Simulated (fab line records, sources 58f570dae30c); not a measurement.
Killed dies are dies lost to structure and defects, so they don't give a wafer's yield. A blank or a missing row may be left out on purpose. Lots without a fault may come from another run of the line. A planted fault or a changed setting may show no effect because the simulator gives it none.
Which tool did it? | flow berkeley_cmos170 | 14 lots, 42 wafers sampled, at 3 steps of a route of 331

WHAT THE GAUGES READ, wafer by wafer
UCB170_CONTACT_CD_MEAS_90: target cd 700 nm. Usual: cd_nm 699.2 nm, standard deviation 1.8.
lot  | measured     | on        | cd_nm (nm)        | flag
L874 | day 8 12:05  | cd_sem-01 | 698.8 699.2 697.1 |
L873 | day 8 12:15  | cd_sem-01 | 697.4 699.7 698.5 |
L875 | day 8 12:40  | cd_sem-02 | 699.5 698.8 702.1 |
L879 | day 9 13:31  | cd_sem-01 | 696.8 699.6 697.7 |
L878 | day 9 14:07  | cd_sem-01 | 699.6 698.9 703.5 |
L891 | day 11 17:48 | cd_sem-01 | 698.6 699.1 701.6 |
L889 | day 11 18:50 | cd_sem-02 | 701.6 699.9 696.5 |
L890 | day 11 19:04 | cd_sem-01 | 699.1 699.2 698.5 |
L888 | day 11 20:17 | cd_sem-02 | 699.8 699.7 696.5 |
L892 | day 12 12:17 | cd_sem-01 | 695.8 698.3 699.5 |
L893 | day 12 12:50 | cd_sem-01 | 702.8 699.3 699.6 |
L896 | day 12 22:13 | cd_sem-01 | 698.5 698.8 698.3 |
L895 | day 12 22:35 | cd_sem-02 | 702.1 700.4 702.5 |
L894 | day 13 06:33 | cd_sem-01 | 699.9 697.1 697.2 |

UCB170_M1_CD_MEAS_09: target cd 700 nm. Usual: cd_nm 699.5 nm, standard deviation 1.6.
lot  | measured     | on        | cd_nm (nm)        | flag
L874 | day 8 13:43  | cd_sem-01 | 696.2 697.0 695.9 |
L873 | day 8 13:58  | cd_sem-02 | 699.8 699.3 699.0 |
L875 | day 8 14:23  | cd_sem-02 | 699.3 698.6 699.4 |
L879 | day 9 15:25  | cd_sem-01 | 699.6 698.7 700.4 |
L878 | day 9 15:45  | cd_sem-02 | 699.6 698.6 699.4 |
L891 | day 11 19:24 | cd_sem-02 | 700.4 699.9 700.0 |
L889 | day 11 20:18 | cd_sem-01 | 700.9 699.9 700.3 |
L890 | day 11 20:45 | cd_sem-02 | 699.5 698.9 700.1 |
L888 | day 11 21:47 | cd_sem-02 | 702.5 701.6 700.7 |
L892 | day 12 14:31 | cd_sem-01 | 700.1 700.7 699.3 |
L893 | day 12 15:34 | cd_sem-02 | 701.0 700.3 699.9 |
L896 | day 13 02:26 | cd_sem-02 | 701.2 701.3 703.0 |
L895 | day 13 02:41 | cd_sem-01 | 699.5 699.9 701.1 |
L894 | day 13 08:34 | cd_sem-02 | 698.8 698.3 699.0 |

UCB170_V1_CD_MEAS_90: target cd 700 nm. Usual: cd_nm 699.4 nm, standard deviation 1.7.
lot  | measured     | on        | cd_nm (nm)        | flag
L874 | day 8 21:41  | cd_sem-01 | 702.5 702.2 700.5 |
L873 | day 8 21:44  | cd_sem-02 | 695.3 696.5 696.7 |
L875 | day 8 22:41  | cd_sem-01 | 697.4 696.9 697.5 |
L879 | day 9 19:59  | cd_sem-02 | 701.1 700.6 700.0 |
L878 | day 9 21:02  | cd_sem-02 | 699.7 701.2 699.1 |
L891 | day 11 23:33 | cd_sem-01 | 698.6 699.9 698.3 |
L889 | day 12 00:58 | cd_sem-01 | 696.3 696.8 698.0 |
L890 | day 12 02:07 | cd_sem-01 | 697.7 699.6 699.9 |
L888 | day 12 02:22 | cd_sem-02 | 699.1 700.4 700.9 |
L892 | day 12 20:31 | cd_sem-01 | 701.3 701.8 701.7 |
L893 | day 12 20:49 | cd_sem-02 | 699.9 697.1 697.4 |
L896 | day 13 06:52 | cd_sem-02 | 698.3 696.8 698.6 |
L895 | day 13 08:28 | cd_sem-01 | 700.1 698.0 700.4 |
L894 | day 13 12:50 | cd_sem-02 | 699.7 701.5 699.4 |

WHICH TOOL RAN EACH LOT (tool, then ch and the chambers of the sampled wafers, then the start)
The record holds no process step before these readings.

WHAT THE TOOLS THEMSELVES READ (means of the sampled wafers that have a number; where no wafer has one, the mark that the record gives instead)
The record holds no such reading with a usual standard deviation.

THE ANSWER, worked out from the rows above alone
Rule: a lot is off if the mean of its wafers that have a number lies more than 3 standard deviations from the usual mean. A lot without any number at a reading at which 4 lots or more have one is off too. The other lots that the step has rows for count as sound. The gauges are gone through in route order, then the tools' own readings, and for those a lot's mean is taken as printed above. The first step at which some lot is off is used, and at that step the reading that is off furthest; a lot without a number counts as furthest.
No lot is off at any reading shown: from this, nothing can be told.

WHAT THE SIMULATOR HAD PUT IN
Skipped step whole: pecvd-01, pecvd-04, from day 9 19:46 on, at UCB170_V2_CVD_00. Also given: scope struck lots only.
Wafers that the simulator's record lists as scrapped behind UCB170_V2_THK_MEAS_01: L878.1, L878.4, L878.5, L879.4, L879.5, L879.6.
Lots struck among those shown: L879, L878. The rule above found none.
